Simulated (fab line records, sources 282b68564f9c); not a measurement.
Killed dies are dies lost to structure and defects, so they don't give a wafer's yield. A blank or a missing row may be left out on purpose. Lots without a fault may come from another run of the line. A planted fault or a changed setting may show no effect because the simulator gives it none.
A struck lot beside a sound one | flow rit_cmos | 14 steps out of a route of 202
Sound: wafers L282.2, L282.3, L282.4. Struck: wafers L296.1, L296.2, L296.5. The cause comes at the end.
At each step with rows: each side's tool, then ch and its chambers, then its first start. Under that, the readings that differ: sound wafers | struck wafers | difference of the means | sigmas: that difference in standard deviations of wafers without a fault.
alike: readings whose means differ by less than 2 such deviations, and words and numbers that are the same on both sides. not compared: withheld readings, readings that some wafer has no value for, bounds like >300 that may hide the same value, and numbers for which the record gives no deviation and whose values overlap.
The two part at a step that has a row with sigmas, a row that says differs or no value, or rows on one side only. Numbers that don't overlap but have no deviation are shown without sigmas and don't part them. A reading that every wafer of one side lacks parts them only if that side has two wafers or more.

first, 1 step without rows for these wafers: RIT_SILICIDE_WET_ETCH_00 (etches SiO2 in BOE, target depth 14 nm, time 15 s).
RIT_SILICIDE_SPUTTER_01: material Ti, target thk 30 nm, time 240 s.
  sound on pvd_sputter-03, day 4 12:50; struck on pvd_sputter-03, day 7 12:05
  alike: throttle_valve_pct
RIT_SILICIDE_RS_MEAS_02: measures by four-point-probe.
  sound on film_metro-01, day 4 13:00; struck on film_metro-02, day 7 12:14
  alike: SILICIDE_TI_RS
RIT_SILICIDE_THK_MEAS_03: measures by xrf.
  sound on film_metro-01, day 4 13:07; struck on film_metro-02, day 7 12:21
  alike: SILICIDE_TI_THK
RIT_SILICIDE_RTA_04: time 10 s, ramp up 5 s, ramp down 5 s.
  sound on rtp_anneal-01 ch 0, day 4 13:10; struck on rtp_anneal-02 ch 0, day 7 12:25
  alike: wafer_temp_C_max
then, 1 step without rows for these wafers: RIT_SILICIDE_WET_ETCH_05 (etches Ti in SPM, time 120 s).
RIT_SILICIDE_RTA_06: time 10 s, ramp up 5 s, ramp down 10 s.
  sound on rtp_anneal-02 ch 0, day 4 13:17; struck on rtp_anneal-02 ch 0, day 7 12:31
  alike: wafer_temp_C_max
RIT_CONTACT_CVD_00: deposits SiO2 from TEOS, target thk 400 nm, time 63.41 s.
  sound on pecvd-03 ch 0,2, day 4 13:20; struck on pecvd-03 ch 0,1,2, day 7 12:35
  alike: heater_power_w
  not compared: since_wet_clean_h
RIT_CONTACT_THK_MEAS_01:
  sound on film_metro-03, day 4 13:25; struck on film_metro-01, day 7 12:38
  alike: CONTACT_TEOS_THK
then, 3 steps without rows for these wafers: RIT_CONTACT_HMDS_02 (prime time 60 s); RIT_CONTACT_COAT_03 (resist thk 1000 nm); RIT_CONTACT_SOFTBAKE_04 (time 60 s).
RIT_CONTACT_EXPOSE_05: exposes mask M11, target cd 1000 nm.
  sound on iline_stepper-02 ch 0, day 4 14:04; struck on iline_stepper-01, day 7 13:32
  no value came back on the struck wafers for exposure_dose_mJ_cm2, focus_offset_nm (nm); on the sound wafers exposure_dose_mJ_cm2 reads 250.15 250.53 250.16
  alike: mask
then, 1 step without rows for these wafers: RIT_CONTACT_PEB_06.

WHERE THEY PART
Only at RIT_CONTACT_EXPOSE_05, within this record.

WHY: what the simulator had put in
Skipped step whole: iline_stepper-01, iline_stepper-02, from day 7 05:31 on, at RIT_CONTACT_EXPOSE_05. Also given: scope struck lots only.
